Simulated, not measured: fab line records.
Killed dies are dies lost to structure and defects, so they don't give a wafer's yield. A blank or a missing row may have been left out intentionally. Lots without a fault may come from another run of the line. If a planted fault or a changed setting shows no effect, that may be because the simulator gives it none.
Split-lot study -- flow berkeley-cmos170 -- 5 lots, 23 wafers read, on a route of 331 steps

== THE SPLIT ITSELF ==
At UCB170_PFIELD_IMPLANT_07, the setting energy-kev was moved away from the recipe's 80 on 8 of the 23 wafers read, by -5.7% to -2.8%. This setting was run at the recipe's value on the other wafers.

Reading taken at the split's own step.

== THE READING ==
The simulator's own value implant.drp-nm, read by no gauge, in nm at UCB170_PFIELD_IMPLANT_07. The file gives no usual value for it.

wafer,"tool, chamber at the split",energy-kev as run,against the recipe,"implant.drp-nm, nm",against lot-mates on the recipe
L074.1,"implanter-01, 0",77.72,-2.8%,73.82,-1.04
L074.5,"implanter-01, 0",77.72,-2.8%,73.82,-1.04
L074.6,"implanter-01, 0",77.72,-2.8%,73.82,-1.04
L074.2,"implanter-01, 0",80,recipe,74.86,-
L074.3,"implanter-01, 0",80,recipe,74.86,-
L077.1,"implanter-01, 0",80,recipe,74.86,-
L077.2,"implanter-01, 0",80,recipe,74.86,-
L077.3,"implanter-01, 0",80,recipe,74.86,-
L077.4,"implanter-01, 0",80,recipe,74.86,-
L077.5,"implanter-01, 0",80,recipe,74.86,-
L079.1,"implanter-02, 0",80,recipe,74.86,-
L079.3,"implanter-02, 0",80,recipe,74.86,-
L079.6,"implanter-02, 0",80,recipe,74.86,-
L082.1,"implanter-01, 0",80,recipe,74.86,-
L082.4,"implanter-01, 0",80,recipe,74.86,-
L082.2,"implanter-01, 0",75.4,-5.7%,72.72,-2.14
L082.3,"implanter-01, 0",75.4,-5.7%,72.72,-2.14
L082.5,"implanter-01, 0",75.4,-5.7%,72.72,-2.14
L085.1,"implanter-01, 0",76.64,-4.2%,73.31,-1.55
L085.5,"implanter-01, 0",76.64,-4.2%,73.31,-1.55
L085.2,"implanter-01, 0",80,recipe,74.86,-
L085.3,"implanter-01, 0",80,recipe,74.86,-
L085.4,"implanter-01, 0",80,recipe,74.86,-

THE FIT
A straight line over all 23 wafers: implant.drp-nm changes by +0.371 nm for each +1% of energy-kev; r = +1.00; the points scatter about the line by 0.0071 nm.
The same after taking each lot's own level away (the mean of its wafers on the recipe; 23 wafers): +0.371 nm for each +1%; r = +1.00; scatter 0.0071 nm.
Per that fit: largest energy-kev move, reading shift of 2.1 nm.
The lots' own levels span 74.860 to 74.860 nm.
So the lot-to-lot level changes the slope little: the two slopes agree.
Check: with one of the wafers moved furthest among these (-5.7%) left out of the fit, the line predicts -2.13 nm for it against its lot-mates. Against them it came out at -2.14 nm.

== THESE WAFERS: OTHER SPLITS ==
These wafers also went through other splits before the reading. Each is held against what the fit with the lots' levels taken away leaves over:
other split on the same wafers,wafers away from the commonest value,r with implant.drp-nm (lot level and that fit taken away)
UCB170_START_OXIDATION_02 ox-time-s,10,-0.72
UCB170_NWELL_COAT_07 spin-rpm,10,-0.34
UCB170_NWELL_IMPLANT_14 dose-cm2,7,-0.13
UCB170_ACTIVE_CVD_05 sih2cl2-flow-sccm,15,-0.43

== THE WHOLE CHAIN: every reading that the file lists as answering this split, in the file's order ==
step,what it does,reading,change (the file's fit),r (the file's)
UCB170_PFIELD_IMPLANT_07,,"implant.rp-nm (the simulator's own value, which no gauge read)",+2.11 nm for each +1% of the setting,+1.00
UCB170_PFIELD_IMPLANT_07,,"implant.drp-nm (the simulator's own value, which no gauge read)",+0.37 nm for each +1% of the setting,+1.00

== FILE'S OWN FIT ==
implant.drp-nm changes by +0.37 nm for each +1% of energy-kev, r = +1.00.
